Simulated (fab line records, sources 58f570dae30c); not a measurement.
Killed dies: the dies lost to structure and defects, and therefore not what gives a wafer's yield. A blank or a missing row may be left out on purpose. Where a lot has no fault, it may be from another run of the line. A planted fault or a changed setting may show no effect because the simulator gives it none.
fab line records	flow berkeley-cmos170
[record] lots = 5	wafers = 23
route steps=331 shown PLDD@146 NSD@195 SDANNEAL@205 PSD@206 SILICIDE@211 M1@238 M2@272 V2@292
start-h: hours from the record's opening day to when the first of the lot's shown wafers began	wait-h: hours elapsed since this lot's preceding step	" unchanged from the row above	L1.1+2: several wafers, shown together as one row	- no value present, or no start provided	* or withheld: withheld	< > ~ a bound
route shown NAME@n: a module of which the file shows steps, and the number in the route of the first	usual: mean/standard deviation taken from wafers without a fault	same: alike in all rows	chamber/n: place in a boat	sites: readings site by site	_std_site: their standard deviation	_edge_site: inner sites' mean taken away from outer sites' mean	radius-mm: for every site, how far away it sits from the centre of the wafer	mask NAME#n: copy n	behind: the most recent tool/chamber to have shaped the wafer	hold: what put the lot on hold/how long, in hours/how the hold closed	device: which transistor (n, p or np) failed to switch	end of line: the same wafers' tests at the end of the route	where a step has no rows: the recipe by itself	killed: at the first sort, the dies lost to defects and structure; wafer yield is something else	map: a wafer's dies, marking killed ones x, the rest . and places with no die _
set.NAME: the setting that was run; set.NAME@STEP: the one run at that earlier step	model.NAME: the simulator's own value behind a step, which no gauge read
lots where settings were altered on purpose, with a table for each step and a row for each wafer
[[steps]]
[step UCB170_PLDD_COAT_01]
[recipe] resist = KrF	spin-rpm = 1500	resist-thk-nm = 900
lot.wafer	tool	chamber	start-h	wait-h	set.resist-thk-nm	model.KrF_of_PLDD_COAT_01.thk-nm
L075.1	litho-track-04	0	167.88	0.1	900	901.2
L075.2	"	0	"	"	900	896.3
L075.3	"	0	"	"	900	897
L075.4	"	0	"	"	900	898.9
L075.5	"	0	"	"	900	894.9
L081.3	litho-track-03	0	198.72	0.1	900	902.5
L081.5+6	"	0	"	"	900	903.9
L084.1	litho-track-03	0	199.12	0.1	883.9	880.6
L084.3	"	0	"	"	883.9	879.3
L084.4	"	0	"	"	900	898
L084.5	"	0	"	"	900	897.5
L084.6	"	0	"	"	900	896.3
L080.1	litho-track-04	0	199.27	0.1	900	895.4
L080.2	"	0	"	"	900	895.6
L080.4	"	0	"	"	935.8	935
L080.5	"	0	"	"	935.8	931.8
L080.6	"	0	"	"	900	898.3
L083.1	litho-track-01	0	199.38	0.1	855.4	854.1
L083.2	"	0	"	"	855.4	859.4
L083.3	"	0	"	"	900	903.1
L083.4	"	0	"	"	900	902.4
L083.6	"	0	"	"	855.4	858.6
[step UCB170_NSD_IMPLANT_08]
[recipe] species = P	dose-cm2 = 3e+15	energy-kev = 40	tilt-deg = 7
lot.wafer	tool	chamber	start-h	wait-h	set.dose-cm2
L075.1+3+5	implanter-01	0	185.52	0.0	3e+15
L075.2+4	"	0	"	"	3.216e+15
L084.1+3+4	implanter-02	0	216.31	0.0	2.776e+15
L084.5+6	"	0	"	"	3e+15
L083.1+2	implanter-01	0	216.76	0.0	3e+15
L083.3+4+6	"	0	"	"	3.12e+15
L081.3+5+6	implanter-03	0	216.86	0.1	3e+15
L080.1+2+4+5+6	implanter-01	0	217.15	0.0	3e+15
[step UCB170_NSD_STRIP_09]
[recipe] chemistry = O2	power-w = 400	pressure-mtorr = 3500	platen-temp-c = withheld	o2-flow-sccm = 400	overash-fraction = 0.5
[usual] strip-time-to-endpoint-s = 35.81/0.075
lot.wafer	tool	chamber	start-h	wait-h	set.dose-cm2@NSD_IMPLANT_08	strip-time-to-endpoint-s
L075.1	plasma-asher-03	1	185.67	0.1	3e+15	35.84
L075.2	"	0	"	"	3.216e+15	36.51
L075.3	"	1	"	"	3e+15	35.79
L075.4	"	0	"	"	3.216e+15	36.39
L075.5	"	0	"	"	3e+15	35.89
L084.1	plasma-asher-04	0	216.46	0.1	2.776e+15	34.98
L084.3	"	0	"	"	2.776e+15	34.91
L084.4	"	1	"	"	2.776e+15	34.95
L084.5	"	0	"	"	3e+15	35.73
L084.6	"	1	"	"	3e+15	35.71
L083.1	plasma-asher-01	1	216.91	0.1	3e+15	35.82
L083.2	"	0	"	"	3e+15	35.89
L083.3	"	1	"	"	3.12e+15	36.22
L083.4	"	0	"	"	3.12e+15	36.28
L083.6	"	0	"	"	3.12e+15	36.25
L081.3	plasma-asher-03	1	216.99	0.1	3e+15	35.91
L081.5	"	0	"	"	3e+15	35.95
L081.6	"	1	"	"	3e+15	35.95
L080.1	plasma-asher-03	1	217.30	0.1	3e+15	35.81
L080.2	"	0	"	"	3e+15	35.87
L080.4	"	1	"	"	3e+15	35.81
L080.5	"	1	"	"	3e+15	35.86
L080.6	"	0	"	"	3e+15	35.82
[step UCB170_SDANNEAL_RTA_01]
[recipe] temp-c = 1050	time-s = 5	ambient = N2
lot.wafer	tool	chamber	start-h	wait-h	set.time-s
L075.1+2+3+4+5	rtp-anneal-01	0	188.98	0.1	5
L084.1+4+6	rtp-anneal-01	0	217.93	0.1	5
L084.3+5	"	0	"	"	4.667
L083.1+4+6	rtp-anneal-02	0	218.12	0.1	5
L083.2+3	"	0	"	"	4.712
L081.3+5+6	rtp-anneal-01	0	218.15	0.1	5
L080.1+2+5	rtp-anneal-01	0	219.02	0.1	4.333
L080.4+6	"	0	"	"	5
[step UCB170_SDANNEAL_RS_MEAS_02]
[recipe] thk-meas-gauge = four-point-probe
[usual] PSD_RS = 75.56/0.29
lot.wafer	tool	chamber	start-h	wait-h	set.time-s@SDANNEAL_RTA_01	PSD_RS[ohm/sq]
L075.1	film-metro-02	-	189.04	0.0	5	75.99
L075.2	"	-	"	"	5	75.68
L075.3	"	-	"	"	5	75.68
L075.4	"	-	"	"	5	75.76
L075.5	"	-	"	"	5	75.75
L084.1	film-metro-02	-	217.99	0.0	5	75.61
L084.3	"	-	"	"	4.667	77.01
L084.4	"	-	"	"	5	76.17
L084.5	"	-	"	"	4.667	76.52
L084.6	"	-	"	"	5	75.30
L083.1	film-metro-01	-	218.18	0.0	5	75.79
L083.2	"	-	"	"	4.712	76.77
L083.3	"	-	"	"	4.712	76.76
L083.4	"	-	"	"	5	75.77
L083.6	"	-	"	"	5	75.59
L081.3	film-metro-04	-	218.38	0.2	5	75.08
L081.5	"	-	"	"	5	75.07
L081.6	"	-	"	"	5	75.22
L080.1	film-metro-01	-	219.08	0.0	4.333	77.69
L080.2	"	-	"	"	4.333	77.93
L080.4	"	-	"	"	5	75.33
L080.5	"	-	"	"	4.333	77.64
L080.6	"	-	"	"	5	75.28
[step UCB170_SDANNEAL_RS_MEAS_03]
[recipe] thk-meas-gauge = four-point-probe
[usual] NSD_RS = 37.25/0.11
lot.wafer	tool	chamber	start-h	wait-h	set.dose-cm2@NSD_IMPLANT_08	NSD_RS[ohm/sq]
L075.1	film-metro-02	-	189.16	0.1	3e+15	37.28
L075.2	"	-	"	"	3.216e+15	36.10
L075.3	"	-	"	"	3e+15	37.25
L075.4	"	-	"	"	3.216e+15	36.27
L075.5	"	-	"	"	3e+15	37.28
L084.1	film-metro-02	-	218.11	0.1	2.776e+15	38.86
L084.3	"	-	"	"	2.776e+15	39.14
L084.4	"	-	"	"	2.776e+15	38.94
L084.5	"	-	"	"	3e+15	37.69
L084.6	"	-	"	"	3e+15	37.43
L083.1	film-metro-01	-	218.30	0.1	3e+15	37.14
L083.2	"	-	"	"	3e+15	37.39
L083.3	"	-	"	"	3.12e+15	36.67
L083.4	"	-	"	"	3.12e+15	36.42
L083.6	"	-	"	"	3.12e+15	36.52
L081.3	film-metro-04	-	218.50	0.1	3e+15	37.15
L081.5	"	-	"	"	3e+15	37.08
L081.6	"	-	"	"	3e+15	37.17
L080.1	film-metro-01	-	219.20	0.1	3e+15	37.72
L080.2	"	-	"	"	3e+15	37.65
L080.4	"	-	"	"	3e+15	37.23
L080.5	"	-	"	"	3e+15	37.63
L080.6	"	-	"	"	3e+15	37.13
[step UCB170_SILICIDE_SPUTTER_01]
[recipe] material = Ti	target-thk-nm = 30	time-s = 25	power-w = 1500	chamber-pressure-pa = 0.5
lot.wafer	tool	chamber	start-h	wait-h	set.time-s	model.Ti_of_SILICIDE_SPUTTER_01.thk-nm
L075.1	pvd-sputter-01	-	189.58	0.0	21.66	25.63
L075.2	"	-	"	"	25	30.52
L075.3	"	-	"	"	25	30.21
L075.4	"	-	"	"	21.66	26.63
L075.5	"	-	"	"	25	30.09
L084.1	pvd-sputter-04	-	218.54	0.0	25	29.38
L084.3	"	-	"	"	25	29.66
L084.4	"	-	"	"	25	29.63
L084.5	"	-	"	"	25	29.99
L084.6	"	-	"	"	25	29.64
L083.1	pvd-sputter-01	-	218.72	0.0	23.48	27.41
L083.2	"	-	"	"	25	29.77
L083.3	"	-	"	"	23.48	28.31
L083.4	"	-	"	"	25	30.01
L083.6	"	-	"	"	25	30.19
L081.3	pvd-sputter-02	-	218.89	0.0	25	30.02
L081.5	"	-	"	"	25	29.65
L081.6	"	-	"	"	25	29.97
L080.1	pvd-sputter-01	-	219.62	0.0	22.46	26.98
L080.2	"	-	"	"	25	29.99
L080.4	"	-	"	"	25	29.81
L080.5	"	-	"	"	22.46	25.98
L080.6	"	-	"	"	22.46	26.65
[step UCB170_SILICIDE_RS_MEAS_02]
[recipe] thk-meas-gauge = four-point-probe	reads = Ti_of_SILICIDE_SPUTTER_01
[usual] SILICIDE_TI_RS = 26.2/0.4
lot.wafer	tool	chamber	start-h	wait-h	set.time-s@SILICIDE_SPUTTER_01	SILICIDE_TI_RS[ohm/sq]
L075.1	film-metro-04	-	189.61	0.0	21.66	31.5
L075.2	"	-	"	"	25	25.6
L075.3	"	-	"	"	25	25.9
L075.4	"	-	"	"	21.66	30.1
L075.5	"	-	"	"	25	26.0
L084.1	film-metro-03	-	218.57	0.0	25	26.8
L084.3	"	-	"	"	25	26.5
L084.4	"	-	"	"	25	26.5
L084.5	"	-	"	"	25	26.1
L084.6	"	-	"	"	25	26.5
L083.1	film-metro-01	-	218.75	0.0	23.48	29.0
L083.2	"	-	"	"	25	26.4
L083.3	"	-	"	"	23.48	28.0
L083.4	"	-	"	"	25	26.1
L083.6	"	-	"	"	25	25.9
L081.3	film-metro-03	-	218.96	0.1	25	26.1
L081.5	"	-	"	"	25	26.4
L081.6	"	-	"	"	25	26.1
L080.1	film-metro-03	-	219.65	0.0	22.46	29.6
L080.2	"	-	"	"	25	26.1
L080.4	"	-	"	"	25	26.3
L080.5	"	-	"	"	22.46	30.9
L080.6	"	-	"	"	22.46	30.1
[step UCB170_SILICIDE_THK_MEAS_03]
[recipe] thk-meas-gauge = xrf	reads = Ti_of_SILICIDE_SPUTTER_01
[usual] SILICIDE_TI_THK = 29.9/0.38
lot.wafer	tool	chamber	start-h	wait-h	set.time-s@SILICIDE_SPUTTER_01	SILICIDE_TI_THK[nm]
L075.1	film-metro-04	-	189.73	0.1	21.66	25.5
L075.2	"	-	"	"	25	30.5
L075.3	"	-	"	"	25	30.1
L075.4	"	-	"	"	21.66	26.7
L075.5	"	-	"	"	25	30.1
L084.1	film-metro-03	-	218.69	0.1	25	29.4
L084.3	"	-	"	"	25	29.6
L084.4	"	-	"	"	25	29.6
L084.5	"	-	"	"	25	30.0
L084.6	"	-	"	"	25	29.6
L083.1	film-metro-01	-	218.87	0.1	23.48	27.5
L083.2	"	-	"	"	25	29.9
L083.3	"	-	"	"	23.48	28.5
L083.4	"	-	"	"	25	30.2
L083.6	"	-	"	"	25	30.3
L081.3	film-metro-03	-	219.06	0.1	25	30.0
L081.5	"	-	"	"	25	29.5
L081.6	"	-	"	"	25	30.0
L080.1	film-metro-03	-	219.77	0.1	22.46	27.1
L080.2	"	-	"	"	25	30.0
L080.4	"	-	"	"	25	29.8
L080.5	"	-	"	"	22.46	25.9
L080.6	"	-	"	"	22.46	26.7
[step UCB170_M1_SPUTTER_00]
[recipe] material = Al	target-thk-nm = 600	time-s = 80	power-w = 6000	chamber-pressure-pa = 0.5
lot.wafer	tool	chamber	start-h	wait-h	set.time-s	model.Al_of_M1_SPUTTER_00.thk-nm
L075.1	pvd-sputter-03	-	194.62	0.0	74.47	558.8
L075.2	"	-	"	"	80	600.1
L075.3	"	-	"	"	80	598.3
L075.4	"	-	"	"	74.47	569.1
L075.5	"	-	"	"	74.47	555.1
L084.1	pvd-sputter-02	-	223.71	0.0	80	598.2
L084.3	"	-	"	"	73.57	553.4
L084.4	"	-	"	"	73.57	546
L084.5	"	-	"	"	80	603.3
L084.6	"	-	"	"	73.57	542
L083.1	pvd-sputter-03	-	224.25	0.0	90.14	678.9
L083.2	"	-	"	"	90.14	683.7
L083.3	"	-	"	"	90.14	676.6
L083.4	"	-	"	"	80	599.2
L083.6	"	-	"	"	80	601.1
L080.1	pvd-sputter-04	-	225.49	0.0	80	596
L080.2	"	-	"	"	80	594.3
L080.4	"	-	"	"	80	606.4
L080.5	"	-	"	"	80	603.6
L080.6	"	-	"	"	80	604.9
L081.3	pvd-sputter-03	-	226.04	0.0	80	600.6
L081.5	"	-	"	"	80	605.7
L081.6	"	-	"	"	80	598.6
[step UCB170_M1_RS_MEAS_01]
[recipe] thk-meas-gauge = four-point-probe	reads = Al_of_M1_SPUTTER_00
[usual] M1_AL_RS = 0.0485/0.00053
lot.wafer	tool	chamber	start-h	wait-h	set.time-s@M1_SPUTTER_00	M1_AL_RS[ohm/sq]
L075.1	film-metro-01	-	194.68	0.0	74.47	0.0522
L075.2	"	-	"	"	80	0.0485
L075.3	"	-	"	"	80	0.0487
L075.4	"	-	"	"	74.47	0.0512
L075.5	"	-	"	"	74.47	0.0526
L084.1	film-metro-02	-	223.78	0.0	80	0.0488
L084.3	"	-	"	"	73.57	0.0529
L084.4	"	-	"	"	73.57	0.0536
L084.5	"	-	"	"	80	0.0484
L084.6	"	-	"	"	73.57	0.0540
L083.1	film-metro-04	-	224.32	0.0	90.14	0.0427
L083.2	"	-	"	"	90.14	0.0424
L083.3	"	-	"	"	90.14	0.0429
L083.4	"	-	"	"	80	0.0486
L083.6	"	-	"	"	80	0.0485
L080.1	film-metro-04	-	225.55	0.0	80	0.0489
L080.2	"	-	"	"	80	0.0490
L080.4	"	-	"	"	80	0.0480
L080.5	"	-	"	"	80	0.0483
L080.6	"	-	"	"	80	0.0482
L081.3	film-metro-01	-	226.15	0.1	80	0.0484
L081.5	"	-	"	"	80	0.0482
L081.6	"	-	"	"	80	0.0486
[step UCB170_M1_THK_MEAS_02]
[recipe] thk-meas-gauge = xrf	reads = Al_of_M1_SPUTTER_00
[usual] M1_AL_THK = 583/7.4
lot.wafer	tool	chamber	start-h	wait-h	set.time-s@M1_SPUTTER_00	M1_AL_THK[nm]
L075.1	film-metro-01	-	194.80	0.1	74.47	544
L075.2	"	-	"	"	80	586
L075.3	"	-	"	"	80	584
L075.4	"	-	"	"	74.47	556
L075.5	"	-	"	"	74.47	538
L084.1	film-metro-02	-	223.90	0.1	80	576
L084.3	"	-	"	"	73.57	533
L084.4	"	-	"	"	73.57	525
L084.5	"	-	"	"	80	583
L084.6	"	-	"	"	73.57	521
L083.1	film-metro-04	-	224.44	0.1	90.14	656
L083.2	"	-	"	"	90.14	665
L083.3	"	-	"	"	90.14	654
L083.4	"	-	"	"	80	583
L083.6	"	-	"	"	80	585
L080.1	film-metro-04	-	225.67	0.1	80	581
L080.2	"	-	"	"	80	576
L080.4	"	-	"	"	80	590
L080.5	"	-	"	"	80	584
L080.6	"	-	"	"	80	584
L081.3	film-metro-01	-	226.25	0.1	80	588
L081.5	"	-	"	"	80	596
L081.6	"	-	"	"	80	586
[step UCB170_M1_ETCH_11]
[recipe] chemistry = N2/H2	target-depth-a = withheld	overetch-a = withheld	target = BARC	time-s = withheld	source-w = 500	bias-w = 100	pressure-mtorr = 30	n2-flow-sccm = 100	h2-flow-sccm = 200
lot.wafer	tool	chamber	start-h	wait-h	set.pressure-mtorr
L075.1+2+3+4+5	rie-diel-01	0,1,2,3,1	195.98	0.0	33.86
L084.1+3+4+5+6	rie-diel-02	1,0,3,0,1	225.60	0.0	30
L083.1+2+3+4+6	rie-diel-02	3,0,1,2,0	225.81	0.0	27.83
L080.1+2+4+5+6	rie-diel-02	0,1,2,3,2	226.96	0.0	31.83
L081.3+5+6	rie-diel-01	1,0,3	227.30	0.0	30
[step UCB170_M1_METAL_ETCH_12]
[recipe] chemistry = Cl2/BCl3	target = Al	stop-on = PSG	pressure-mtorr = 12	target-depth-a = 7800	over-etch-frac = 0.3	time-s = 130	icp-w = 600	bias-w = 120	Cl2_flow_sccm = 90	bcl3-flow-sccm = 45
[usual] oes-product-au = 0.841/0.014
lot.wafer	tool	chamber	start-h	wait-h	set.time-s@M1_SPUTTER_00	oes-product-au
L075.1	rie-metal-02	1	196.03	-	74.47	0.814
L075.2	"	0	"	"	80	0.843
L075.3	"	0	"	"	80	0.832
L075.4	"	1	"	"	74.47	0.810
L075.5	"	1	"	"	74.47	0.807
L084.1	rie-metal-04	1	225.64	-	80	0.832
L084.3	"	1	"	"	73.57	0.788
L084.4	"	0	"	"	73.57	0.800
L084.5	"	1	"	"	80	0.829
L084.6	"	0	"	"	73.57	0.787
L083.1	rie-metal-03	1	225.85	-	90.14	0.928
L083.2	"	0	"	"	90.14	0.903
L083.3	"	0	"	"	90.14	0.907
L083.4	"	1	"	"	80	0.872
L083.6	"	1	"	"	80	0.861
L080.1	rie-metal-04	0	227.00	-	80	0.838
L080.2	"	1	"	"	80	0.818
L080.4	"	1	"	"	80	0.833
L080.5	"	0	"	"	80	0.835
L080.6	"	1	"	"	80	0.828
L081.3	rie-metal-03	0	227.39	-	80	0.842
L081.5	"	1	"	"	80	0.874
L081.6	"	0	"	"	80	0.851
[step UCB170_M2_SPUTTER_01]
[recipe] material = Al	target-thk-nm = 900	time-s = 120	power-w = 6000	chamber-pressure-pa = 0.5
lot.wafer	tool	chamber	start-h	wait-h	set.time-s	model.Al_of_M2_SPUTTER_01.thk-nm
L075.1	pvd-sputter-01	-	202.19	0.0	120	905.4
L075.2	"	-	"	"	120	897.2
L075.3	"	-	"	"	109.5	816.8
L075.4	"	-	"	"	120	917.2
L075.5	"	-	"	"	109.5	814.1
L084.1	pvd-sputter-01	-	229.79	0.0	137.2	1029
L084.3	"	-	"	"	120	902.7
L084.4	"	-	"	"	120	895
L084.5	"	-	"	"	137.2	1044
L084.6	"	-	"	"	137.2	1020
L083.1	pvd-sputter-02	-	231.12	0.0	132.8	979.4
L083.2	"	-	"	"	120	880.3
L083.3	"	-	"	"	132.8	986.7
L083.4	"	-	"	"	120	885.4
L083.6	"	-	"	"	132.8	976.1
L080.1	pvd-sputter-03	-	232.33	0.0	120	880.3
L080.2	"	-	"	"	120	902.9
L080.4	"	-	"	"	120	898.7
L080.5	"	-	"	"	120	889.5
L080.6	"	-	"	"	120	881.2
L081.3	pvd-sputter-01	-	232.57	0.0	120	895
L081.5	"	-	"	"	120	887.8
L081.6	"	-	"	"	120	907.1
[step UCB170_M2_RS_MEAS_02]
[recipe] thk-meas-gauge = four-point-probe	reads = Al_of_M2_SPUTTER_01
[usual] M2_AL_RS = 0.0323/0.00032
lot.wafer	tool	chamber	start-h	wait-h	set.time-s@M2_SPUTTER_01	M2_AL_RS[ohm/sq]
L075.1	film-metro-03	-	202.28	0.0	120	0.0319
L075.2	"	-	"	"	120	0.0323
L075.3	"	-	"	"	109.5	0.0355
L075.4	"	-	"	"	120	0.0316
L075.5	"	-	"	"	109.5	0.0356
L084.1	film-metro-04	-	229.87	0.0	137.2	0.0281
L084.3	"	-	"	"	120	0.0321
L084.4	"	-	"	"	120	0.0324
L084.5	"	-	"	"	137.2	0.0276
L084.6	"	-	"	"	137.2	0.0283
L083.1	film-metro-03	-	231.20	0.0	132.8	0.0295
L083.2	"	-	"	"	120	0.0329
L083.3	"	-	"	"	132.8	0.0293
L083.4	"	-	"	"	120	0.0327
L083.6	"	-	"	"	132.8	0.0296
L080.1	film-metro-03	-	232.42	0.0	120	0.0329
L080.2	"	-	"	"	120	0.0320
L080.4	"	-	"	"	120	0.0322
L080.5	"	-	"	"	120	0.0326
L080.6	"	-	"	"	120	0.0329
L081.3	film-metro-04	-	232.69	0.1	120	0.0323
L081.5	"	-	"	"	120	0.0325
L081.6	"	-	"	"	120	0.0319
[step UCB170_M2_THK_MEAS_03]
[recipe] thk-meas-gauge = xrf	reads = Al_of_M2_SPUTTER_01
[usual] M2_AL_THK = 869/9.9
lot.wafer	tool	chamber	start-h	wait-h	set.time-s@M2_SPUTTER_01	M2_AL_THK[nm]
L075.1	film-metro-03	-	202.40	0.1	120	874
L075.2	"	-	"	"	120	866
L075.3	"	-	"	"	109.5	787
L075.4	"	-	"	"	120	888
L075.5	"	-	"	"	109.5	787
L084.1	film-metro-04	-	229.99	0.1	137.2	997
L084.3	"	-	"	"	120	872
L084.4	"	-	"	"	120	865
L084.5	"	-	"	"	137.2	1015
L084.6	"	-	"	"	137.2	986
L083.1	film-metro-03	-	231.32	0.1	132.8	950
L083.2	"	-	"	"	120	856
L083.3	"	-	"	"	132.8	958
L083.4	"	-	"	"	120	859
L083.6	"	-	"	"	132.8	946
L080.1	film-metro-03	-	232.54	0.1	120	854
L080.2	"	-	"	"	120	878
L080.4	"	-	"	"	120	874
L080.5	"	-	"	"	120	866
L080.6	"	-	"	"	120	853
L081.3	film-metro-04	-	232.79	0.1	120	869
L081.5	"	-	"	"	120	859
L081.6	"	-	"	"	120	879
[step UCB170_V2_CVD_00]
[recipe] material = SiO2	target-thk-nm = 2000	temp-c = 390	precursor = TEOS/O2	time-s = 250	rf-w = 550	pressure-mtorr = 9000
lot.wafer	tool	chamber	start-h	wait-h	set.time-s	model.SiO2_of_V2_CVD_00.thk-nm
L075.1	pecvd-01	0	205.22	0.1	250	1987
L075.2	"	2	"	"	250	1974
L075.3	"	1	"	"	250	2007
L075.4	"	2	"	"	260	2105
L075.5	"	0	"	"	260	2113
L084.1	pecvd-02	0	232.22	0.1	223.7	1769
L084.3	"	2	"	"	223.7	1802
L084.4	"	1	"	"	250	2025
L084.5	"	0	"	"	223.7	1809
L084.6	"	2	"	"	250	2048
L083.1	pecvd-03	2	233.68	0.1	250	1979
L083.2	"	0	"	"	250	1978
L083.3	"	1	"	"	250	1967
L083.4	"	0	"	"	250	2024
L083.6	"	1	"	"	250	2021
L080.1	pecvd-01	1	235.11	0.1	250	2000
L080.2	"	0	"	"	250	1997
L080.4	"	1	"	"	250	2033
L080.5	"	0	"	"	250	1986
L080.6	"	2	"	"	250	2002
L081.3	pecvd-02	1	235.43	0.1	250	2004
L081.5	"	2	"	"	250	2028
L081.6	"	1	"	"	250	2010
[step UCB170_V2_THK_MEAS_01]
[recipe] reads = SiO2_of_V2_CVD_00
[usual] V2_TEOS_THK = 2006/23
lot.wafer	tool	chamber	start-h	wait-h	set.time-s@V2_CVD_00	V2_TEOS_THK[nm]
L075.1	film-metro-02	-	205.37	0.1	250	1987
L075.2	"	-	"	"	250	1973
L075.3	"	-	"	"	250	2006
L075.4	"	-	"	"	260	2105
L075.5	"	-	"	"	260	2114
L084.1	film-metro-02	-	232.38	0.1	223.7	1768
L084.3	"	-	"	"	223.7	1802
L084.4	"	-	"	"	250	2025
L084.5	"	-	"	"	223.7	1810
L084.6	"	-	"	"	250	2049
L083.1	film-metro-03	-	233.84	0.1	250	1979
L083.2	"	-	"	"	250	1979
L083.3	"	-	"	"	250	1969
L083.4	"	-	"	"	250	2023
L083.6	"	-	"	"	250	2021
L080.1	film-metro-03	-	235.26	0.1	250	2000
L080.2	"	-	"	"	250	1996
L080.4	"	-	"	"	250	2033
L080.5	"	-	"	"	250	1986
L080.6	"	-	"	"	250	2003
L081.3	film-metro-02	-	235.61	0.1	250	2003
L081.5	"	-	"	"	250	2031
L081.6	"	-	"	"	250	2010
[[key]]
[split] step = UCB170_PLDD_COAT_01	setting = resist-thk-nm	stated = 900	by = wafer
[response] step = UCB170_PLDD_COAT_01	reading = model.KrF_of_PLDD_COAT_01.thk-nm	change = +9.25	per = 1%	r = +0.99
[split] step = UCB170_NSD_IMPLANT_08	setting = dose-cm2	stated = 3e+15	by = wafer
[response] step = UCB170_NSD_STRIP_09	reading = strip-time-to-endpoint-s	change = *	per = 1%	r = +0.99
[response] step = UCB170_SDANNEAL_RS_MEAS_03	reading = NSD_RS	change = -0.173	per = 1%	r = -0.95
[split] step = UCB170_SDANNEAL_RTA_01	setting = time-s	stated = 5	by = wafer
[response] step = UCB170_SDANNEAL_RS_MEAS_02	reading = PSD_RS	change = -0.179	per = 1%	r = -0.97
[split] step = UCB170_SILICIDE_SPUTTER_01	setting = time-s	stated = 25	by = wafer
[response] step = UCB170_SILICIDE_SPUTTER_01	reading = model.Ti_of_SILICIDE_SPUTTER_01.thk-nm	change = +0.322	per = 1%	r = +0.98
[response] step = UCB170_SILICIDE_RS_MEAS_02	reading = SILICIDE_TI_RS	change = -0.379	per = 1%	r = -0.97
[response] step = UCB170_SILICIDE_THK_MEAS_03	reading = SILICIDE_TI_THK	change = +0.322	per = 1%	r = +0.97
[split] step = UCB170_M1_SPUTTER_00	setting = time-s	stated = 80	by = wafer
[response] step = UCB170_M1_SPUTTER_00	reading = model.Al_of_M1_SPUTTER_00.thk-nm	change = +6.24	per = 1%	r = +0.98
[response] step = UCB170_M1_RS_MEAS_01	reading = M1_AL_RS	change = -0.000502	per = 1%	r = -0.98
[response] step = UCB170_M1_THK_MEAS_02	reading = M1_AL_THK	change = +6	per = 1%	r = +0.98
[response] step = UCB170_M1_METAL_ETCH_12	reading = oes-product-au	change = +0.00398	per = 1%	r = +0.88
[split] step = UCB170_M1_ETCH_11	setting = pressure-mtorr	stated = 30	by = lot
response none clear
[split] step = UCB170_M2_SPUTTER_01	setting = time-s	stated = 120	by = wafer
[response] step = UCB170_M2_SPUTTER_01	reading = model.Al_of_M2_SPUTTER_01.thk-nm	change = +9.44	per = 1%	r = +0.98
[response] step = UCB170_M2_RS_MEAS_02	reading = M2_AL_RS	change = -0.000323	per = 1%	r = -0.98
[response] step = UCB170_M2_THK_MEAS_03	reading = M2_AL_THK	change = +9.23	per = 1%	r = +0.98
[split] step = UCB170_V2_CVD_00	setting = time-s	stated = 250	by = wafer
[response] step = UCB170_V2_CVD_00	reading = model.SiO2_of_V2_CVD_00.thk-nm	change = +24	per = 1%	r = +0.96
[response] step = UCB170_V2_THK_MEAS_01	reading = V2_TEOS_THK	change = +24	per = 1%	r = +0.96
